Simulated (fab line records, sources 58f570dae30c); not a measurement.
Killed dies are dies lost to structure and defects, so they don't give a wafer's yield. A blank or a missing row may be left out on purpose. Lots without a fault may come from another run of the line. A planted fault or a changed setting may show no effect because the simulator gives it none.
Which tool did it? | flow berkeley_cmos170 | 14 lots, 42 wafers sampled, at 6 steps of a route of 331

WHAT THE GAUGES READ, wafer by wafer
UCB170_SILICIDE_THK_MEAS_03: measures by xrf. Usual: SILICIDE_TI_THK 29.76 nm, standard deviation 0.27.
lot  | measured     | on            | SILICIDE_TI_THK (nm) | flag
L972 | day 8 10:56  | film_metro-02 | 29.67 29.60 29.56    |
L975 | day 9 02:32  | film_metro-01 | 29.35 29.47 29.42    |
L973 | day 9 02:58  | film_metro-02 | 29.90 29.74 29.97    |
L974 | day 9 03:10  | film_metro-02 | 29.39 29.19 29.58    |
L976 | day 9 17:22  | film_metro-01 | 29.87 30.06 29.89    |
L979 | day 10 02:40 | film_metro-01 | 29.68 29.66 29.60    |
L978 | day 10 03:13 | film_metro-01 | 30.17 29.99 30.06    |
L981 | day 10 12:29 | film_metro-01 | 29.70 29.32 29.24    |
L984 | day 11 05:16 | film_metro-01 | 29.98 30.30 30.04    |
L985 | day 11 16:01 | film_metro-03 | 29.30 29.66 29.51    |
L988 | day 11 16:11 | film_metro-01 | 29.80 29.89 29.81    |
L989 | day 12 07:10 | film_metro-01 | 30.05 30.11 29.83    |
L990 | day 12 07:40 | film_metro-01 | 29.50 29.71 29.38    |
L991 | day 12 07:59 | film_metro-03 | 29.72 29.38 29.47    |

UCB170_M1_CD_MEAS_09: target cd 700 nm. Usual: cd_nm 699.5 nm, standard deviation 1.3.
lot  | measured     | on        | cd_nm (nm)        | flag
L972 | day 8 18:28  | cd_sem-01 | 702.9 703.6 702.4 |
L975 | day 9 11:02  | cd_sem-01 | 699.8 699.5 699.3 |
L973 | day 9 10:51  | cd_sem-01 | 699.3 699.5 700.1 |
L974 | day 9 11:31  | cd_sem-01 | 698.3 697.7 697.3 |
L976 | day 10 02:53 | cd_sem-02 | 699.5 699.1 699.6 |
L979 | day 10 09:24 | cd_sem-01 | 699.3 696.7 697.5 |
L978 | day 10 11:58 | cd_sem-01 | 698.3 699.7 700.2 |
L981 | day 10 18:54 | cd_sem-02 | 701.4 699.9 699.4 |
L984 | day 11 13:10 | cd_sem-02 | 700.2 699.3 698.9 |
L985 | day 11 23:56 | cd_sem-01 | 701.5 699.5 701.4 |
L988 | day 11 23:39 | cd_sem-01 | 698.7 700.1 698.9 |
L989 | day 12 14:48 | cd_sem-02 | 699.3 698.9 699.2 |
L990 | day 12 17:20 | cd_sem-01 | 698.0 697.4 698.8 |
L991 | day 12 17:04 | cd_sem-01 | 700.1 698.3 699.8 |

UCB170_M2_RS_MEAS_02: measures by four-point-probe. Usual: M2_AL_RS 0.0329 ohm/sq, standard deviation 0.00032.
lot  | measured     | on            | M2_AL_RS (ohm/sq)    | flag
L972 | day 8 22:57  | film_metro-03 | 0.0329 0.0327 0.0332 |
L975 | day 9 16:43  | film_metro-01 | 0.0328 0.0326 0.0328 |
L973 | day 9 16:10  | film_metro-03 | 0.0333 0.0330 0.0328 |
L974 | day 9 16:58  | film_metro-03 | 0.0328 0.0327 0.0330 |
L976 | day 10 07:29 | film_metro-03 | 0.0333 0.0334 0.0330 |
L979 | day 10 13:57 | film_metro-02 | 0.0333 0.0332 0.0335 |
L978 | day 10 16:47 | film_metro-03 | 0.0324 0.0323 0.0324 |
L981 | day 10 23:43 | film_metro-02 | 0.0334 0.0331 0.0332 |
L984 | day 11 17:44 | film_metro-03 | 0.0330 0.0398 0.0328 | OFF
L985 | day 12 06:23 | film_metro-03 | 0.0405 0.0331 0.0332 | OFF
L988 | day 12 04:17 | film_metro-01 | 0.0328 0.0323 0.0324 |
L989 | day 12 20:35 | film_metro-03 | 0.0330 0.0331 0.0328 |
L990 | day 12 22:22 | film_metro-01 | 0.0326 0.0327 0.0325 |
L991 | day 12 22:04 | film_metro-01 | 0.0325 0.0327 0.0325 |

UCB170_M2_THK_MEAS_03: measures by xrf. Usual: M2_AL_THK 869 nm, standard deviation 8.8.
lot  | measured     | on            | M2_AL_THK (nm) | flag
L972 | day 8 23:04  | film_metro-03 | 871 876 862    |
L975 | day 9 16:50  | film_metro-01 | 868 867 860    |
L973 | day 9 16:16  | film_metro-03 | 861 868 867    |
L974 | day 9 17:05  | film_metro-03 | 872 875 870    |
L976 | day 10 07:36 | film_metro-03 | 855 853 867    |
L979 | day 10 14:04 | film_metro-02 | 863 866 856    |
L978 | day 10 16:53 | film_metro-03 | 881 888 878    |
L981 | day 10 23:50 | film_metro-02 | 858 867 857    |
L984 | day 11 17:50 | film_metro-03 | 866 749 872    | OFF
L985 | day 12 06:30 | film_metro-03 | 736 862 864    | OFF
L988 | day 12 04:24 | film_metro-01 | 872 884 880    |
L989 | day 12 20:42 | film_metro-03 | 868 867 875    |
L990 | day 12 22:28 | film_metro-01 | 879 872 881    |
L991 | day 12 22:10 | film_metro-01 | 879 878 882    |

WHICH TOOL RAN EACH LOT (tool, then ch and the chambers of the sampled wafers, then the start)
lot  | UCB170_CONTACT_ETCH_17             | UCB170_M2_SPUTTER_01
L972 | rie_diel-02 ch 1,2, day 8 16:17    | pvd_sputter-01, day 8 22:51
L975 | rie_diel-02 ch 1,2,3, day 9 08:51  | pvd_sputter-04, day 9 16:38
L973 | rie_diel-01 ch 0,1, day 9 08:44    | pvd_sputter-02, day 9 16:04
L974 | rie_diel-04 ch 0,1, day 9 08:58    | pvd_sputter-01, day 9 16:53
L976 | rie_diel-04 ch 0,3, day 10 01:05   | pvd_sputter-01, day 10 07:23
L979 | rie_diel-02 ch 0,3, day 10 07:43   | pvd_sputter-02, day 10 13:51
L978 | rie_diel-01 ch 0,2, day 10 09:54   | pvd_sputter-02, day 10 16:40
L981 | rie_diel-01 ch 0,1, day 10 16:33   | pvd_sputter-04, day 10 23:37
L984 | rie_diel-02 ch 1,2,3, day 11 09:42 | pvd_sputter-01, day 11 17:38
L985 | rie_diel-01 ch 1,3, day 11 22:02   | pvd_sputter-01, day 12 06:17
L988 | rie_diel-02 ch 2,3, day 11 21:53   | pvd_sputter-04, day 12 04:12
L989 | rie_diel-04 ch 0,1,3, day 12 12:29 | pvd_sputter-02, day 12 20:29
L990 | rie_diel-02 ch 0,1,2, day 12 15:23 | pvd_sputter-04, day 12 22:14
L991 | rie_diel-04 ch 2,3, day 12 15:14   | pvd_sputter-02, day 12 21:58
- UCB170_CONTACT_ETCH_17: etches BARC in N2/H2.
- UCB170_M2_SPUTTER_01: material Al, target thk 900 nm, time 120 s.

WHAT THE TOOLS THEMSELVES READ (means of the sampled wafers that have a number; where no wafer has one, the mark that the record gives instead)
UCB170_CONTACT_ETCH_17. Usual: drypump_motor_current_A 5.5 A, standard deviation 0.42; oes_product_au 0.995 a.u., standard deviation 0.013; rf_fwd_power_W 495.5 W, standard deviation 1.8; throttle_valve_pct 13.27 %, standard deviation 0.16.
lot  | tool        | drypump_motor_current_A (A) | oes_product_au (a.u.) | rf_fwd_power_W (W) | throttle_valve_pct (%) | flag
L972 | rie_diel-02 | 5.5                         | 0.989                 | 495.3              | 13.29                  |
L975 | rie_diel-02 | 5.7                         | 0.991                 | 495.8              | 13.21                  |
L973 | rie_diel-01 | 5.9                         | 1.010                 | 496.0              | 13.14                  |
L974 | rie_diel-04 | 5.1                         | 0.985                 | 496.1              | 13.23                  |
L976 | rie_diel-04 | 5.4                         | 1.006                 | 495.6              | 13.39                  |
L979 | rie_diel-02 | 5.8                         | 0.985                 | 497.1              | 13.19                  |
L978 | rie_diel-01 | 5.6                         | 1.000                 | 496.4              | 13.39                  |
L981 | rie_diel-01 | 5.9                         | 1.001                 | 497.3              | 13.15                  |
L984 | rie_diel-02 | 5.6                         | 0.983                 | 495.2              | 13.22                  |
L985 | rie_diel-01 | 5.5                         | 1.001                 | 497.2              | 13.22                  |
L988 | rie_diel-02 | 5.8                         | 0.984                 | 493.3              | 13.13                  |
L989 | rie_diel-04 | 5.2                         | 0.993                 | 495.4              | 13.25                  |
L990 | rie_diel-02 | 5.5                         | 0.997                 | 494.4              | 13.29                  |
L991 | rie_diel-04 | 5.3                         | 1.003                 | 494.3              | 13.47                  |

UCB170_M2_SPUTTER_01. Usual: throttle_valve_pct 29.7 %, standard deviation 1.
lot  | tool           | throttle_valve_pct (%) | flag
L972 | pvd_sputter-01 | 28.8                   |
L975 | pvd_sputter-04 | 30.5                   |
L973 | pvd_sputter-02 | 29.1                   |
L974 | pvd_sputter-01 | 29.6                   |
L976 | pvd_sputter-01 | 29.6                   |
L979 | pvd_sputter-02 | 29.8                   |
L978 | pvd_sputter-02 | 30.0                   |
L981 | pvd_sputter-04 | 30.4                   |
L984 | pvd_sputter-01 | 29.9                   |
L985 | pvd_sputter-01 | 29.6                   |
L988 | pvd_sputter-04 | 29.8                   |
L989 | pvd_sputter-02 | 30.0                   |
L990 | pvd_sputter-04 | 30.1                   |
L991 | pvd_sputter-02 | 29.7                   |

THE ANSWER, worked out from the rows above alone
Rule: a lot is off if the mean of its wafers that have a number lies more than 3 standard deviations from the usual mean. A lot without any number at a reading at which 4 lots or more have one is off too. The other lots that the step has rows for count as sound. The gauges are gone through in route order, then the tools' own readings, and for those a lot's mean is taken as printed above. The first step at which some lot is off is used, and at that step the reading that is off furthest; a lot without a number counts as furthest.
Off: L984, L985, at UCB170_M2_RS_MEAS_02 (M2_AL_RS).
A tool fits if, at a process step before that reading, it ran every lot that is off, and no sound lot after the first of them. The gauges at UCB170_M2_RS_MEAS_02 are tried like those tools. One fits: pvd_sputter-01 at UCB170_M2_SPUTTER_01. Its last sound lot is L976 (day 10 07:23), its first lot that is off L984 (day 11 17:38): a fault that began between those two fits.

WHAT THE SIMULATOR HAD PUT IN
Site profile drift: pvd_sputter-01, from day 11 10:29 on, at UCB170_M2_SPUTTER_01. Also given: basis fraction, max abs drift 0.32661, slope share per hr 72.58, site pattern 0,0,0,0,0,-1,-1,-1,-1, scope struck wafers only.
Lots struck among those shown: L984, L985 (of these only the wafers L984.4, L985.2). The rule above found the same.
